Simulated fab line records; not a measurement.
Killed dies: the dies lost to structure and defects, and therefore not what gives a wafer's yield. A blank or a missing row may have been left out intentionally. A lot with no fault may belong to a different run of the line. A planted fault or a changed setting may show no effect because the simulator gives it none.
Check of tool commonality + flow berkeley-cmos170 + 15 lots and 45 wafers in the sample

## WHY IT WAS OPENED
3 of 15 lots carry a flag on the reading PVT_TW at UCB170_PVT_TW_MEAS_09. Fault-free wafers read 505, with a standard deviation of 5.
Rule: a lot is flagged in two cases, either no wafer of it has a number, or all its wafers with numbers fall more than 4 standard deviations from that mean. All remaining lots are regarded as sound.

| lot  | measured     | on            | PVT_TW, wafer by wafer | flag    |
|------|--------------|---------------|------------------------|---------|
| L614 | day 5 09:00  | film-metro-04 | 513 511 511            |         |
| L616 | day 5 15:23  | film-metro-02 | 504 504 503            |         |
| L619 | day 6 09:59  | film-metro-01 | 498 500 498            |         |
| L617 | day 6 10:06  | film-metro-02 | 505 506 506            |         |
| L621 | day 7 00:15  | film-metro-04 | 512 510 507            |         |
| L620 | day 7 00:26  | film-metro-01 | 502 502 502            |         |
| L629 | day 8 15:35  | film-metro-04 | 508 510 511            |         |
| L631 | day 9 07:18  | film-metro-02 | 636 634 639            | FLAGGED |
| L630 | day 9 07:35  | film-metro-04 | 646 647 648            | FLAGGED |
| L634 | day 9 12:18  | film-metro-04 | 513 513 513            |         |
| L633 | day 9 12:52  | film-metro-01 | 496 497 496            |         |
| L632 | day 9 13:16  | film-metro-04 | 642 641 641            | FLAGGED |
| L636 | day 10 11:19 | film-metro-04 | 510 508 509            |         |
| L635 | day 10 11:20 | film-metro-02 | 508 509 507            |         |
| L637 | day 10 11:31 | film-metro-02 | 509 506 509            |         |
Average over the flagged lots: 642; offset from the usual +137, equal to +27 standard deviations.

## WHICH TOOL EACH LOT WENT THROUGH
The record holds 1 process step before the reading, out of a route of 331 steps. Every cell lists first the tool, next ch and the chambers used by the sampled wafers, and last the start.
| lot  | flag    | UCB170_NVT_COAT_01                |
|------|---------|-----------------------------------|
| L614 |         | litho-track-02 ch 0, day 5 04:46  |
| L616 |         | litho-track-02 ch 0, day 5 12:41  |
| L619 |         | litho-track-03 ch 0, day 6 07:00  |
| L617 |         | litho-track-02 ch 0, day 6 07:19  |
| L621 |         | litho-track-02 ch 0, day 6 21:22  |
| L620 |         | litho-track-01 ch 0, day 6 21:37  |
| L629 |         | litho-track-03 ch 0, day 8 12:52  |
| L631 | FLAGGED | litho-track-03, day 9 01:38       |
| L630 | FLAGGED | litho-track-02, day 9 01:56       |
| L634 |         | litho-track-03 ch 0, day 9 09:46  |
| L633 |         | litho-track-01 ch 0, day 9 10:04  |
| L632 | FLAGGED | litho-track-02, day 9 10:09       |
| L636 |         | litho-track-02 ch 0, day 10 05:34 |
| L635 |         | litho-track-01 ch 0, day 10 05:25 |
| L637 |         | litho-track-03 ch 0, day 10 05:34 |
What is done by these steps:
- UCB170_NVT_COAT_01: resist thk 900 nm.
- UCB170_PVT_TW_MEAS_09

## FLAGGED OVER TOTAL, TOOL BY TOOL (the gauges that took the reading come last)
| step                  | tool           | lots run | flagged | share of the flagged lots | sound lots run after its first flagged lot |
|-----------------------|----------------|----------|---------|---------------------------|--------------------------------------------|
| UCB170_NVT_COAT_01    | litho-track-01 | 3        | 0       | none                      | -                                          |
| UCB170_NVT_COAT_01    | litho-track-02 | 7        | 2       | some                      | 1 (L636)                                   |
| UCB170_NVT_COAT_01    | litho-track-03 | 5        | 1       | some                      | 2 (L634,L637)                              |
| UCB170_PVT_TW_MEAS_09 | film-metro-01  | 3        | 0       | none                      | -                                          |
| UCB170_PVT_TW_MEAS_09 | film-metro-02  | 5        | 1       | some                      | 2 (L635,L637)                              |
| UCB170_PVT_TW_MEAS_09 | film-metro-04  | 7        | 2       | some                      | 2 (L634,L636)                              |

## THE TABLE: WHAT IT ALLOWS
No row of the table ran every flagged lot.

## WHAT THE SIMULATOR PUT IN
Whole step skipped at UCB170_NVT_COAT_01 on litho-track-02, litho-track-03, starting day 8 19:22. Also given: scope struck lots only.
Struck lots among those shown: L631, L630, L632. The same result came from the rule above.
